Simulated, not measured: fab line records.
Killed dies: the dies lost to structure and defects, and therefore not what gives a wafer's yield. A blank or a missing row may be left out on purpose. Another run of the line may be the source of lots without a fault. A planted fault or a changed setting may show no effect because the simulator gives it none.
2 desks looking at one fault :: flow berkeley cmos170 :: every desk sees just its own numbers, and what lay behind them comes last

## METROLOGY DESK
What the gauges read, lot by lot, whatever tool the lot ran on: means of the sampled wafers that have a number. If a lot's mean is further than 4 standard deviations from the usual mean, the lot is out of limits and carries the mark OUT (the distance appears in the brackets).
Columns: A = cd nm at UCB170_CONTACT_CD_MEAS_15, usual 700.0 nm; B = CONTACT_OVL at UCB170_CONTACT_OVL_MEAS_16, usual -3 nm
lot: L738
first seen here: day 7 16:43
A: 700.4
B: -3

lot: L746
first seen here: day 9 16:28
A: 701.7
B: -8

lot: L749
first seen here: day 9 17:00
A: 699.9
B: 7

lot: L747
first seen here: day 9 17:37
A: 701.1
B: -6

lot: L751
first seen here: day 10 07:48
A: 699.4
B: -8

lot: L757
first seen here: day 11 11:46
A: 698.2
B: 3
This desk's verdict: no lot among the 6 shows anything out of limits.

## THE TOOL OWNER'S DESK: rie diel-02
The tool's own readings at UCB170_CONTACT_ETCH_18 (etches PSG in CHF3/CF4/Ar, stops on TiSi2, target depth 840 nm, time 195 s): means of the sampled wafers that have a number, for each lot that ran on this tool. If a lot's mean is further than 4 standard deviations from the usual mean, the lot is out of limits and carries the mark OUT (the distance appears in the brackets).
Columns: A = drypump motor current A at UCB170_CONTACT_ETCH_18, usual 6.0 A; B = oes product au at UCB170_CONTACT_ETCH_18, usual 0.903 a.u.; C = throttle valve pct at UCB170_CONTACT_ETCH_18, usual 7.00 %
lot: L738
first seen here: day 7 16:00
A: 6.3
B: 0.923
C: 6.97

lot: L746
first seen here: day 9 16:00
A: 6.3
B: 0.772 (-10) OUT
C: 6.97

lot: L747
first seen here: day 9 17:00
A: 6.2
B: 0.789 (-8.8) OUT
C: 6.93
This desk's finding: out of limits on L746, L747; first on L746, day 9 16:00 (oes product au at UCB170_CONTACT_ETCH_18). L738: within limits.

## TAKEN TOGETHER
The tool owner's desk could have raised an alarm at day 9 16:00, on L746, L747.
The metrology desk saw nothing out of limits.
The metrology desk holds a record of L746, L747, inside its limits.
Every lot named ran UCB170_CONTACT_ETCH_18 on rie diel-02.

## WHAT WAS PUT IN BY THE SIMULATOR
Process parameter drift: rie diel-02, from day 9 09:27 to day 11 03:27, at UCB170_CONTACT_ETCH_18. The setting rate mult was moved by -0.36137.
Shown lots that were struck: L746, L747.
How many hours passed from the start of the fault until each desk's first out-of-limits reading: the tool owner's desk, 7.
